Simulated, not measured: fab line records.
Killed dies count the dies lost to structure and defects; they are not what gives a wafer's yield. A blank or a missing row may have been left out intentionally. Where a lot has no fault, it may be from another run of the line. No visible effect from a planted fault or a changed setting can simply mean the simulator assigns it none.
fab line records	flow ritCmos
record lots=14	wafers=42	lastDay=8
route steps=202 shown GATE@92 PSD@148 M1@198
lots untouched by any fault: they come from a run of this same line in which no faults occurred
startH: the number of hours between the record's first day and the start of the first shown wafer of the lot	waitH: how many hours have passed since the lot's step before this one	" repeats the value in the row above	L1.1+2: a row that stands for several wafers	- either no value or no given start	* or withheld: withheld	< > ~ a bound
route shown NAME@n: NAME is a module with steps in the file, n the number in the route of the first one	usual: average and standard deviation across the fault-free wafers	same: alike in all rows	chamber/n: place in a boat	sites: each site's reading	_std_site: their standard deviation	_edge_site: mean of outer sites minus mean of inner sites	radiusMm: for every site, how far away it sits from the centre of the wafer	mask NAME#n: copy n	behind: the most recent tool/chamber to have shaped the wafer	hold: the reason the lot was held/the length of the hold in hours/how it ended	device: which transistor (n, p or np) failed to switch	end of line: the route-end tests of the same wafers	a step with no rows: only its recipe	killed: at the first sort, the dies lost to defects and structure; wafer yield is something else	map: the dies of a wafer, with x for killed, . for not killed, _ for no die there
set.NAME: the setting as run; set.NAME@STEP: as run at that earlier step	model.NAME: the simulator's own value behind a step, which no gauge read
a sample of lots followed through the steps of the route, with each step as a table and each wafer as a row
services: from which hour (startH, from the record's first day; less than 0 if before it) a tool's chamber was out of use, for how many hours, and why
## steps
# step RIT_GATE_CD_MEAS_16
# recipe targetCdNm=150
# usual cdNm=151/3.1
lot.wafer	tool	chamber	startH	waitH	cdNm
L933.3	cdSem-02	-	48.10	-	145
L933.5	"	-	"	"	146
L933.6	"	-	"	"	148
L935.1	cdSem-01	-	60.78	-	149
L935.4	"	-	"	"	151
L935.5	"	-	"	"	150
L937.1	cdSem-02	-	63.30	-	152
L937.4	"	-	"	"	154
L937.6	"	-	"	"	152
L939.1	cdSem-02	-	74.44	-	154
L939.2	"	-	"	"	155
L939.4	"	-	"	"	153
L940.1	cdSem-01	-	79.13	-	148
L940.3	"	-	"	"	147
L940.6	"	-	"	"	147
L941.1	cdSem-01	-	87.97	-	149
L941.2	"	-	"	"	152
L941.4	"	-	"	"	149
L944.1	cdSem-02	-	99.78	-	150
L944.3	"	-	"	"	151
L944.6	"	-	"	"	148
L947.3	cdSem-01	-	112.31	-	147
L947.5	"	-	"	"	149
L947.6	"	-	"	"	148
L948.1	cdSem-02	-	119.52	-	156
L948.4	"	-	"	"	159
L948.5	"	-	"	"	158
L949.1	cdSem-02	-	127.43	-	151
L949.2	"	-	"	"	150
L949.6	"	-	"	"	153
L950.1	cdSem-02	-	128.77	-	153
L950.4	"	-	"	"	152
L950.6	"	-	"	"	152
L952.1	cdSem-01	-	140.32	-	147
L952.2	"	-	"	"	148
L952.3	"	-	"	"	149
L955.3	cdSem-02	-	152.88	-	147
L955.4	"	-	"	"	149
L955.5	"	-	"	"	148
L956.1	cdSem-01	-	161.33	-	149
L956.2	"	-	"	"	145
L956.3	"	-	"	"	147
# step RIT_GATE_CD_MEAS_90
# recipe targetCdNm=150
# usual cdNm=151/3.1
lot.wafer	tool	chamber	startH	waitH	cdNm
L933.3	cdSem-02	-	48.97	0.1	145
L933.5	"	-	"	"	146
L933.6	"	-	"	"	148
L935.1	cdSem-02	-	61.38	0.1	149
L935.4	"	-	"	"	151
L935.5	"	-	"	"	150
L937.1	cdSem-02	-	63.89	0.1	152
L937.4	"	-	"	"	154
L937.6	"	-	"	"	152
L939.1	cdSem-01	-	75.03	0.1	154
L939.2	"	-	"	"	155
L939.4	"	-	"	"	153
L940.1	cdSem-02	-	79.72	0.1	148
L940.3	"	-	"	"	147
L940.6	"	-	"	"	147
L941.1	cdSem-01	-	88.56	0.1	149
L941.2	"	-	"	"	152
L941.4	"	-	"	"	148
L944.1	cdSem-01	-	100.37	0.1	150
L944.3	"	-	"	"	150
L944.6	"	-	"	"	148
L947.3	cdSem-02	-	112.93	0.1	147
L947.5	"	-	"	"	149
L947.6	"	-	"	"	148
L948.1	cdSem-01	-	120.11	0.1	156
L948.4	"	-	"	"	159
L948.5	"	-	"	"	157
L949.1	cdSem-01	-	128.02	0.1	151
L949.2	"	-	"	"	150
L949.6	"	-	"	"	153
L950.1	cdSem-01	-	129.36	0.1	153
L950.4	"	-	"	"	153
L950.6	"	-	"	"	152
L952.1	cdSem-01	-	140.91	0.1	147
L952.2	"	-	"	"	148
L952.3	"	-	"	"	149
L955.3	cdSem-01	-	153.47	0.1	147
L955.4	"	-	"	"	149
L955.5	"	-	"	"	149
L956.1	cdSem-02	-	161.98	0.1	149
L956.2	"	-	"	"	145
L956.3	"	-	"	"	146
# step RIT_PSD_OVL_MEAS_06
# usual PSD_OVL=0.1/1.3
lot.wafer	tool	chamber	startH	waitH	PSD_OVL[nm]
L933.3	overlay-01	-	61.07	-	1.2
L933.5	"	-	"	"	-0.1
L933.6	"	-	"	"	-0.6
L935.1	overlay-01	-	72.59	-	0.7
L935.4	"	-	"	"	0.2
L935.5	"	-	"	"	1.4
L937.1	overlay-02	-	76.54	-	0.0
L937.4	"	-	"	"	0.7
L937.6	"	-	"	"	-0.3
L939.1	overlay-02	-	87.28	-	-1.0
L939.2	"	-	"	"	-1.1
L939.4	"	-	"	"	-2.9
L940.1	overlay-02	-	92.93	-	-0.6
L940.3	"	-	"	"	0.9
L940.6	"	-	"	"	2.0
L941.1	overlay-02	-	99.54	-	-0.6
L941.2	"	-	"	"	-1.0
L941.4	"	-	"	"	2.1
L944.1	overlay-02	-	112.85	-	-2.0
L944.3	"	-	"	"	0.6
L944.6	"	-	"	"	0.4
L947.3	overlay-01	-	127.41	-	-0.1
L947.5	"	-	"	"	-0.3
L947.6	"	-	"	"	1.5
L948.1	overlay-02	-	132.65	-	-0.4
L948.4	"	-	"	"	-0.1
L948.5	"	-	"	"	-1.1
L949.1	overlay-02	-	140.53	-	-0.7
L949.2	"	-	"	"	-1.0
L949.6	"	-	"	"	-0.8
L950.1	overlay-02	-	143.83	-	0.3
L950.4	"	-	"	"	-2.0
L950.6	"	-	"	"	0.3
L952.1	overlay-02	-	152.72	-	0.2
L952.2	"	-	"	"	-0.7
L952.3	"	-	"	"	-2.1
L955.3	overlay-02	-	166.45	-	2.4
L955.4	"	-	"	"	1.0
L955.5	"	-	"	"	-0.2
L956.1	overlay-01	-	172.93	-	0.8
L956.2	"	-	"	"	1.3
L956.3	"	-	"	"	1.0
# step RIT_M1_STRIP_14
# recipe chemistry=O2	timeS=180	platenTempC=withheld	powerW=500	pressureMtorr=4000	o2FlowSccm=4000
# usual drypumpMotorCurrentA=5.8/0.53	rfReflPowerW=6.6/2.3	runLengthS=208.4/0.48
lot.wafer	tool	chamber	startH	waitH	drypumpMotorCurrentA	rfHoursCounterH	rfReflPowerW	runLengthS
L933.3	plasmaAsher-03	0	67.66	0.1	6.4	-	6.7	209.2
L933.5	"	1	"	"	6.4	-	6.1	209.1
L933.6	"	0	"	"	6.4	-	7.0	208.7
L935.1	plasmaAsher-04	1	79.73	0.0	5.0	45	9.2	207.9
L935.4	"	1	"	"	5.0	-	9.3	207.8
L935.5	"	0	"	"	6.0	-	9.3	208.6
L937.1	plasmaAsher-04	1	83.22	0.0	5.0	46	9.5	208.1
L937.4	"	1	"	"	5.0	-	9.5	208.3
L937.6	"	1	"	"	5.0	-	9.3	208.1
L939.1	plasmaAsher-04	1	93.96	0.0	5.0	47	9.5	207.9
L939.2	"	0	"	"	5.9	47	9.6	208.1
L939.4	"	0	"	"	5.9	-	9.6	208.2
L940.1	plasmaAsher-04	1	99.57	0.0	5.0	47	9.4	208.3
L940.3	"	1	"	"	5.0	-	9.4	207.9
L940.6	"	0	"	"	6.0	-	9.6	208.3
L941.1	plasmaAsher-04	1	105.98	0.0	5.0	48	9.5	207.9
L941.2	"	0	"	"	5.9	48	-	197.8
L941.4	"	0	"	"	6.0	-	-	197.7
L944.1	plasmaAsher-04	1	119.19	0.0	5.0	0	9.4	207.8
L944.3	"	1	"	"	5.0	-	9.4	207.8
L944.6	"	0	"	"	6.0	-	-	197.5
L947.3	plasmaAsher-03	1	134.15	0.1	6.4	-	6.3	208.6
L947.5	"	1	"	"	6.4	-	6.3	209.0
L947.6	"	0	"	"	6.4	-	6.9	208.9
L948.1	plasmaAsher-03	0	139.32	0.0	6.4	50	7.2	208.5
L948.4	"	0	"	"	6.4	-	7.2	208.4
L948.5	"	1	"	"	6.4	-	6.1	208.5
L949.1	plasmaAsher-03	1	147.24	0.0	6.4	50	6.1	209.0
L949.2	"	0	"	"	6.4	50	6.7	208.6
L949.6	"	1	"	"	6.4	-	6.3	208.8
L950.1	plasmaAsher-02	1	150.42	0.0	5.3	49	4.1	208.6
L950.4	"	0	"	"	6.1	-	4.3	207.9
L950.6	"	1	"	"	5.3	-	4.1	209.0
L952.1	plasmaAsher-02	0	159.55	0.0	6.1	50	4.1	207.4
L952.2	"	1	"	"	5.3	50	4.0	208.5
L952.3	"	0	"	"	6.1	-	3.7	207.4
L955.3	plasmaAsher-03	1	172.87	0.1	6.4	-	5.9	209.2
L955.4	"	0	"	"	6.4	-	7.0	208.6
L955.5	"	0	"	"	6.5	-	6.6	208.6
L956.1	plasmaAsher-03	0	179.47	0.0	6.4	54	7.1	208.6
L956.2	"	1	"	"	6.4	54	6.3	208.6
L956.3	"	0	"	"	6.4	-	6.9	208.7
# step RIT_M1_PROBE_99
# usual defectLimitedYield=97.5/1.1	killedAtContacts=0.1/0.27	killedAtFrontEnd=6.5/2.8	killedDies=6.6/2.8	killedOpen=3.5/2	killedShort=3.2/1.8	sort_bin_3_pad_short=0.1/0.26	sort_bin_5_function=1.5/0.72	sort_bin_6_memory=0.9/0.67	sortNPass=257.4/2.8	sortYieldPct=97.5/1.1
# same grossDies=264	killed_at_M0_to_M3=0	killed_at_M4_up=0	killedAtBackSide=0	killedAtOther=0
lot.wafer	tool	chamber	startH	waitH	defectLimitedYield[%]	killedAtContacts	killedAtFrontEnd	killedDies	killedOpen	killedShort	sort_bin_3_pad_short[%]	sort_bin_5_function[%]	sort_bin_6_memory[%]	sortNPass	sortYieldPct[%]
L933.3	prober-01	-	69.61	0.2	96.2	0	10	10	4	6	0.4	1.1	2.3	254.0	96.2
L933.5	prober-01	-	69.71	0.2	98.1	0	5	5	1	4	0.4	0.4	1.1	259.0	98.1
L933.6	prober-01	-	69.76	0.2	98.5	1	3	4	3	1	0	0.8	0.8	260.0	98.5
L935.1	prober-01	-	81.65	0.1	98.5	0	4	4	2	2	0	1.5	0	260.0	98.5
L935.4	prober-01	-	81.80	0.2	95.1	0	13	13	9	4	0	3.4	1.5	251.0	95.1
L935.5	prober-01	-	81.85	0.2	97.3	0	7	7	4	3	0.4	0.8	1.5	257.0	97.3
L937.1	prober-02	-	86.21	0.1	97.7	0	6	6	4	2	0	1.5	0.8	258.0	97.7
L937.4	prober-02	-	86.36	0.2	97.7	0	6	6	2	4	0	1.5	0.8	258.0	97.7
L937.6	prober-02	-	86.46	0.2	98.9	1	2	3	1	2	0	0.4	0.8	261.0	98.9
L939.1	prober-02	-	95.87	0.1	97.0	0	8	8	3	5	0	1.5	1.5	256.0	97.0
L939.2	prober-02	-	95.92	0.1	98.1	0	5	5	3	1	0	1.5	0.4	259.0	98.1
L939.4	prober-02	-	96.02	0.2	98.1	0	5	5	5	0	0	1.5	0.4	259.0	98.1
L940.1	prober-01	-	101.49	0.1	97.3	0	7	7	5	2	0	0.8	1.9	257.0	97.3
L940.3	prober-01	-	101.59	0.2	98.5	0	4	4	1	3	0.4	1.1	0	260.0	98.5
L940.6	prober-01	-	101.74	0.2	97.3	0	7	7	4	3	0	1.1	1.5	257.0	97.3
L941.1	prober-02	-	107.89	0.1	98.1	0	5	5	1	4	0.8	0.8	0.4	259.0	98.1
L941.2	prober-02	-	107.94	0.1	97.3	0	7	7	2	4	0	1.5	1.1	257.0	97.3
L941.4	prober-02	-	108.04	0.2	97.7	0	6	6	4	2	0	1.5	0.8	258.0	97.7
L944.1	prober-01	-	121.10	0.1	97.7	0	6	6	5	1	0	0.8	1.5	258.0	97.7
L944.3	prober-01	-	121.20	0.2	98.1	0	5	5	0	5	0	1.9	0	259.0	98.1
L944.6	prober-01	-	121.35	0.2	98.5	0	4	4	1	3	0.4	1.1	0	260.0	98.5
L947.3	prober-02	-	136.11	0.2	97.7	0	6	6	4	2	0	1.1	1.1	258.0	97.7
L947.5	prober-02	-	136.21	0.2	98.1	0	5	5	2	3	0	1.9	0	259.0	98.1
L947.6	prober-02	-	136.26	0.2	97.0	0	8	8	4	4	0.4	2.3	0.4	256.0	97.0
L948.1	prober-02	-	141.23	0.1	97.0	0	8	8	5	3	0	1.9	1.1	256.0	97.0
L948.4	prober-02	-	141.38	0.2	98.9	0	3	3	2	1	0.4	0.4	0.4	261.0	98.9
L948.5	prober-02	-	141.43	0.2	96.2	0	10	10	4	6	1.5	1.9	0.4	254.0	96.2
L949.1	prober-01	-	149.16	0.1	97.7	0	6	6	2	4	0	1.1	1.1	258.0	97.7
L949.2	prober-01	-	149.21	0.1	98.1	0	5	5	3	2	0	1.1	0.8	259.0	98.1
L949.6	prober-01	-	149.41	0.2	98.1	0	5	5	4	1	0	1.1	0.8	259.0	98.1
L950.1	prober-02	-	152.33	0.1	98.9	0	3	3	0	3	0.4	0.8	0	261.0	98.9
L950.4	prober-02	-	152.48	0.2	97.3	0	7	7	5	2	0	1.5	1.1	257.0	97.3
L950.6	prober-02	-	152.58	0.2	97.0	0	8	8	3	5	0.4	1.1	1.5	256.0	97.0
L952.1	prober-02	-	161.46	0.1	96.2	0	10	10	6	4	0	1.5	2.3	254.0	96.2
L952.2	prober-02	-	161.51	0.1	99.2	0	2	2	1	1	0	0	0.8	262.0	99.2
L952.3	prober-02	-	161.56	0.2	96.2	0	10	10	6	4	0	3.4	0.4	254.0	96.2
L955.3	prober-01	-	174.83	0.2	98.1	0	5	5	3	2	0.4	0.4	1.1	259.0	98.1
L955.4	prober-01	-	174.88	0.2	96.6	0	9	9	6	3	0.4	1.9	1.1	255.0	96.6
L955.5	prober-01	-	174.93	0.2	96.2	0	10	10	3	7	0.8	1.9	1.1	254.0	96.2
L956.1	prober-02	-	181.39	0.1	99.2	0	2	2	2	0	0	0.8	0	262.0	99.2
L956.2	prober-02	-	181.44	0.1	98.1	0	5	5	2	3	0	1.5	0.4	259.0	98.1
L956.3	prober-02	-	181.49	0.2	99.2	0	2	2	1	1	0	0.8	0	262.0	99.2
# killed by level:class
L933.3 FOX1:geometricParticle:short=2 GATE:geometricParticle:open=2 FOX1:geometricParticle:open=1 GATE:geometricParticle:short=1 REOX:geometricParticle:short=1 SPACER:geometricParticle:open=1 SPACER:geometricParticle:short=1 SILICIDE:geometricParticle:short=1
L933.5 FOX1:geometricParticle:short=2 SPACER:geometricParticle:short=2 GATE:geometricParticle:open=1
L933.6 FOX1:geometricParticle:open=1 GATE:geometricParticle:open=1 SPACER:geometricParticle:open=1 CONTACT:geometricParticle:short=1
L935.1 GATE:geometricParticle:open=1 REOX:geometricParticle:short=1 SPACER:geometricParticle:short=1 SILICIDE:geometricParticle:open=1
L935.4 GATE:geometricParticle:open=7 GATE:geometricParticle:short=2 FOX1:geometricParticle:short=1 FOX1:geometricParticle:open=1 FOX2:geometricParticle:short=1 SPACER:geometricParticle:open=1
L935.5 GATE:geometricParticle:open=2 FOX2:geometricParticle:open=1 GATE:geometricParticle:short=1 SPACER:geometricParticle:open=1 SPACER:geometricParticle:short=1 SILICIDE:geometricParticle:short=1
L937.1 SILICIDE:geometricParticle:open=2 FOX1:geometricParticle:short=1 GATE:geometricParticle:open=1 REOX:geometricParticle:open=1 SILICIDE:geometricParticle:short=1
L937.4 FOX2:geometricParticle:open=2 FOX1:geometricParticle:short=1 FOX2:geometricParticle:short=1 GATE:geometricParticle:short=1 SILICIDE:geometricParticle:short=1
L937.6 FOX1:geometricParticle:short=1 SPACER:geometricParticle:open=1 CONTACT:geometricParticle:short=1
L939.1 SPACER:geometricParticle:short=2 FOX2:geometricParticle:short=1 GATE:geometricParticle:open=1 GATE:geometricParticle:short=1 REOX:geometricParticle:open=1 REOX:geometricParticle:short=1 SPACER:geometricParticle:open=1
L939.2 SPACER:geometricParticle:open=2 FOX1:geometricParticle:short=1 FOX1:geometricParticle:open=1 PRETRO:coatMicrobubblePrinted=1
L939.4 SILICIDE:geometricParticle:open=2 FOX1:geometricParticle:open=1 GATE:geometricParticle:open=1 SPACER:geometricParticle:open=1
L940.1 GATE:geometricParticle:open=2 REOX:geometricParticle:open=1 SPACER:geometricParticle:open=1 SPACER:geometricParticle:short=1 SILICIDE:geometricParticle:open=1 SILICIDE:geometricParticle:short=1
L940.3 FOX1:geometricParticle:short=2 GATE:geometricParticle:open=1 GATE:geometricParticle:short=1
L940.6 FOX1:geometricParticle:short=1 FOX2:geometricParticle:open=1 FOX2:geometricParticle:short=1 GATE:geometricParticle:open=1 REOX:geometricParticle:open=1 SPACER:geometricParticle:short=1 SILICIDE:geometricParticle:open=1
L941.1 FOX1:geometricParticle:short=1 FOX1:geometricParticle:open=1 REOX:geometricParticle:short=1 SPACER:geometricParticle:short=1 SILICIDE:geometricParticle:short=1
L941.2 SPACER:geometricParticle:short=2 FOX1:geometricParticle:open=1 GATE:geometricParticle:short=1 SILICIDE:geometricParticle:open=1 SILICIDE:geometricParticle:short=1 PWELL:coatMicrobubblePrinted=1
L941.4 GATE:geometricParticle:open=2 SILICIDE:geometricParticle:short=2 FOX1:geometricParticle:open=1 SPACER:geometricParticle:open=1
L944.1 SILICIDE:geometricParticle:open=2 FOX1:geometricParticle:open=1 FOX2:geometricParticle:short=1 GATE:geometricParticle:open=1 REOX:geometricParticle:open=1
L944.3 GATE:geometricParticle:short=3 SPACER:geometricParticle:short=2
L944.6 GATE:geometricParticle:open=1 REOX:geometricParticle:short=1 SPACER:geometricParticle:short=1 SILICIDE:geometricParticle:short=1
L947.3 GATE:geometricParticle:open=3 FOX1:geometricParticle:short=1 FOX2:geometricParticle:open=1 GATE:geometricParticle:short=1
L947.5 REOX:geometricParticle:open=1 REOX:geometricParticle:short=1 SPACER:geometricParticle:short=1 SILICIDE:geometricParticle:open=1 SILICIDE:geometricParticle:short=1
L947.6 REOX:geometricParticle:short=2 FOX1:geometricParticle:open=1 FOX2:geometricParticle:open=1 GATE:geometricParticle:open=1 SPACER:geometricParticle:short=1 SILICIDE:geometricParticle:short=1 SILICIDE:geometricParticle:open=1
L948.1 GATE:geometricParticle:open=4 GATE:geometricParticle:short=2 FOX1:geometricParticle:short=1 FOX2:geometricParticle:open=1
L948.4 FOX2:geometricParticle:open=1 SPACER:geometricParticle:open=1 SILICIDE:geometricParticle:short=1
L948.5 GATE:geometricParticle:short=3 GATE:geometricParticle:open=2 ACTIVE:geometricParticle:short=1 FOX2:geometricParticle:short=1 FOX2:geometricParticle:open=1 REOX:geometricParticle:open=1 SILICIDE:geometricParticle:short=1
L949.1 FOX1:geometricParticle:short=2 GATE:geometricParticle:open=2 GATE:geometricParticle:short=1 SPACER:geometricParticle:short=1
L949.2 GATE:geometricParticle:short=2 GATE:geometricParticle:open=2 SPACER:geometricParticle:open=1
L949.6 FOX2:geometricParticle:open=2 FOX2:geometricParticle:short=1 GATE:geometricParticle:open=1 REOX:geometricParticle:open=1
L950.1 GATE:geometricParticle:short=2 SPACER:geometricParticle:short=1
L950.4 FOX1:geometricParticle:open=2 GATE:geometricParticle:open=2 FOX1:geometricParticle:short=1 GATE:geometricParticle:short=1 REOX:geometricParticle:open=1
L950.6 GATE:geometricParticle:open=3 GATE:geometricParticle:short=2 REOX:geometricParticle:short=2 FOX2:geometricParticle:short=1
L952.1 GATE:geometricParticle:open=3 GATE:geometricParticle:short=3 FOX1:geometricParticle:short=1 FOX2:geometricParticle:open=1 SPACER:geometricParticle:open=1 SILICIDE:geometricParticle:open=1
L952.2 GATE:geometricParticle:short=1 GATE:geometricParticle:open=1
L952.3 FOX1:geometricParticle:open=2 GATE:geometricParticle:short=2 SPACER:geometricParticle:open=2 FOX2:geometricParticle:short=1 GATE:geometricParticle:open=1 SPACER:geometricParticle:short=1 SILICIDE:geometricParticle:open=1
L955.3 GATE:geometricParticle:open=3 FOX2:geometricParticle:short=1 REOX:geometricParticle:short=1
L955.4 GATE:geometricParticle:open=3 FOX2:geometricParticle:open=2 FOX1:geometricParticle:short=1 FOX2:geometricParticle:short=1 GATE:geometricParticle:short=1 SILICIDE:geometricParticle:open=1
L955.5 GATE:geometricParticle:short=5 GATE:geometricParticle:open=2 FOX1:geometricParticle:short=1 FOX1:geometricParticle:open=1 FOX2:geometricParticle:short=1
L956.1 FOX2:geometricParticle:open=1 REOX:geometricParticle:open=1
L956.2 FOX1:geometricParticle:short=1 GATE:geometricParticle:short=1 SPACER:geometricParticle:short=1 SPACER:geometricParticle:open=1 SILICIDE:geometricParticle:open=1
L956.3 GATE:geometricParticle:open=1 SPACER:geometricParticle:short=1
## services
tool	chamber	startH	hours	kind
plasmaAsher-02	-	105.30	1.3	repair
plasmaAsher-04	-	108.75	9.0	pm
plasmaAsher-04	0	108.75	9.0	ventCycle
plasmaAsher-04	1	108.75	9.0	ventCycle
plasmaAsher-04	0	117.75	-	clean
plasmaAsher-04	1	117.75	-	clean
plasmaAsher-03	-	144.51	2.1	repair
## key
firstSign step=RIT_M1_STRIP_14	reading=runLengthS	direction=down	sigmas=22	usual=*	struck=*
effect none on later readings
metAt RIT_M1_STRIP_14
struckLots L941,L944
struckWafers L941.2,L941.4,L944.6
notActingAt RIT_GATE_CD_MEAS_16,RIT_GATE_CD_MEAS_90,RIT_PSD_OVL_MEAS_06
onsetBetween 99.57 105.98
fault kind=processParameterDrift	tool=plasmaAsher-04	chamber=0	onsetH=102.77	steps=RIT_M1_STRIP_14	channel=timeS	offset=*	shape=step	endH=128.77	actsIn=*	stated=*
